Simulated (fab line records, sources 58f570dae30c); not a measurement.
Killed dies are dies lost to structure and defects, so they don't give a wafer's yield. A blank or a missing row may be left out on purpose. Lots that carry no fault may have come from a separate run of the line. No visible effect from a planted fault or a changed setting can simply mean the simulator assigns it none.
One fault through the eyes of 2 desks + flow berkeley-cmos170 + only its own numbers are on each desk; what lay behind them is given at the end

## AT THE METROLOGY DESK
Means of the sampled wafers that have a number, per lot and without regard to the tool the lot ran on: this is what the gauges read. A lot is out of limits, marked OUT, if its mean lies more than 4 standard deviations from the usual mean; the brackets give that distance.
Columns: A = V2_POLISHED_THK at UCB170_V2_THK_MEAS_04, usual 1000.0 nm
| lot  | first seen here | A      |
|------|-----------------|--------|
| L366 | day 8 05:29     | 1001.1 |
| L364 | day 8 05:47     | 1000.0 |
| L365 | day 8 10:41     | 1001.0 |
| L367 | day 8 15:29     | 999.4  |
| L368 | day 9 08:07     | 1001.5 |
| L370 | day 9 20:53     | 1001.0 |
| L373 | day 9 22:48     | 1000.5 |
| L374 | day 11 07:41    | 999.7  |
| L377 | day 11 07:56    | 1000.9 |
| L375 | day 11 08:03    | 997.6  |
| L379 | day 11 23:02    | 998.8  |
| L385 | day 13 17:43    | 1000.3 |
| L387 | day 13 19:46    | 1000.1 |
This desk's finding: nothing out of limits on any of the 13 lots.

## DESK OF THE TOOL OWNER: krf-scanner-01
The tool's own readings at UCB170_V2_EXPOSE_09 (exposes mask VIA2, target cd 700 nm): means of the sampled wafers that have a number, for each lot that ran on this tool. A lot is out of limits, marked OUT, if its mean lies more than 4 standard deviations from the usual mean; the brackets give that distance.
Columns: A = exposure-dose-mJ-cm2 at UCB170_V2_EXPOSE_09, usual 37.00
| lot  | first seen here | A                |
|------|-----------------|------------------|
| L366 | day 8 06:18     | 36.98            |
| L365 | day 8 11:56     | 36.98            |
| L368 | day 9 08:56     | 37.03            |
| L370 | day 9 22:03     | 37.04            |
| L373 | day 10 00:19    | 36.98            |
| L374 | day 11 08:43    | 36.99            |
| L375 | day 11 09:13    | 37.08            |
| L387 | day 13 21:03    | 36.81 (-4.8) OUT |
This desk finds L387 out of limits, L387 being first, at day 13 21:03 (exposure-dose-mJ-cm2 at UCB170_V2_EXPOSE_09). In limits: L366, L365, L368, L370, L373, L374, L375.

## ALL TOGETHER
On L387, at day 13 21:03, an alarm was possible from the tool owner's desk.
The metrology desk saw nothing out of limits.
The metrology desk has L387 on record, within its limits.
Of the lots named, all ran UCB170_V2_EXPOSE_09 on krf-scanner-01.

## WHAT HAD BEEN PUT IN BY THE SIMULATOR
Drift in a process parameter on krf-scanner-01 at UCB170_V2_EXPOSE_09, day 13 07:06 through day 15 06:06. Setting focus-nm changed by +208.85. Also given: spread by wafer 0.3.
Shown lots that were struck: L387.
Delay in hours, fault start to first out-of-limits reading, by desk: the tool owner's desk at 14.
